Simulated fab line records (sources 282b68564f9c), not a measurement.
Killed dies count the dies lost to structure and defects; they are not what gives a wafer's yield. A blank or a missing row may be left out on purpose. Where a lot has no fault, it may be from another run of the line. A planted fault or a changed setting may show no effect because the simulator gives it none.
A struck lot beside a sound one | flow ritCmos | 15 out of 202 route steps
Sound: wafers L925.3, L925.4, L925.5. Wafers struck: L916.1, L916.4, L916.5. At the end, the cause is stated.
For every step that has rows: the tool of each side, followed by ch and its chambers, followed by its first start. Under that, the readings that differ: sound wafers | struck wafers | difference of the means | sigmas: that difference in standard deviations of wafers without a fault.
alike: readings whose means differ by less than 2 such deviations, and words and numbers that are the same on both sides. not compared: withheld readings, readings that some wafer has no value for, bounds like >300 that may hide the same value, and numbers for which the record gives no deviation and whose values overlap.
Wherever a step has rows on one side only, a row that says differs or no value, or a row with sigmas, the two part there. Numbers that have no deviation but don't overlap get no sigmas and don't part them. Lack of a reading on every wafer of one side parts them only where that side has two or more wafers.

RIT_GATE_THK_MEAS_07:
  sound on filmMetro-01 at day 7 00:16; struck on filmMetro-03 at day 4 23:38
  alike: GATE_OXIDE_THK
then, 1 step without rows for these wafers: RIT_GATE_CVD_08 (deposits poly-Si from SiH4, target thk 250 nm, time 2220 s).
RIT_GATE_THK_MEAS_09:
  sound on filmMetro-01 at day 7 03:12; struck on filmMetro-04 at day 5 02:28
  alike: GATE_POLY_THK
then, 6 steps without rows for these wafers: RIT_GATE_HMDS_10 (prime time 60 s); RIT_GATE_COAT_11 (resist thk 850 nm); RIT_GATE_SOFTBAKE_12 (time 60 s); RIT_GATE_EXPOSE_13 (exposes mask M6, target cd 150 nm); RIT_GATE_PEB_14; RIT_GATE_DEVELOP_15 (develop time 50 s).
RIT_GATE_CD_MEAS_16: target cd 150 nm.
  sound on cdSem-01 at day 7 04:08; struck on cdSem-01 at day 5 03:29
  alike: cdNm
RIT_GATE_OVL_MEAS_17:
  sound on overlay-01 at day 7 04:13; struck on overlay-02 at day 5 03:37
  alike: GATE_OVL
then, 1 step without rows for these wafers: RIT_GATE_HARDBAKE_18 (time 60 s).
RIT_GATE_ETCH_19: etches poly-Si in SF6/CHF3/O2, stops on SiO2, time 165 s, target depth 312.5 nm.
  sound on rieSi-02 ch 0,2, day 7 04:24; struck on rieSi-01 ch 0,3, day 5 03:48
reading                                  | sound             | struck            | difference | sigmas
oesProductAu (a.u.)                      | 0.863 0.854 0.863 | 0.709 0.727 0.711 | -0.144     | -13
runLengthS (s)                           | 193.6 193.6 193.9 | 240.1 239.0 240.5 | +46.2      | +99 or more
model.NOVOLAK_of_GATE_COAT_11.thkNm (nm) | 669.5 670.8 669.6 | 641.3 640.7 640.8 | -29.0      | 
  alike: CHF3_flow_sccm, drypumpMotorCurrentA, throttleValvePct
  not compared: rfHoursCounterH
RIT_GATE_STRIP_20: strips in O2, time 180 s.
  sound on plasmaAsher-02 ch 0,1, day 7 04:34; struck on plasmaAsher-03 ch 0, day 5 03:55
  alike: drypumpMotorCurrentA
  not compared: rfHoursCounterH
RIT_M1_PROBE_99:
  the record has rows for the struck wafers here (prober-02, day 6 06:07) and none for the sound ones

== WHERE THEY PART ==
Last at RIT_M1_PROBE_99 as far as this record goes, first at RIT_GATE_ETCH_19.

WHY: whatever the simulator had introduced
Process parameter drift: rieSi-01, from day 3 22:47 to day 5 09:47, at RIT_GATE_ETCH_19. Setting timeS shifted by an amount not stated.
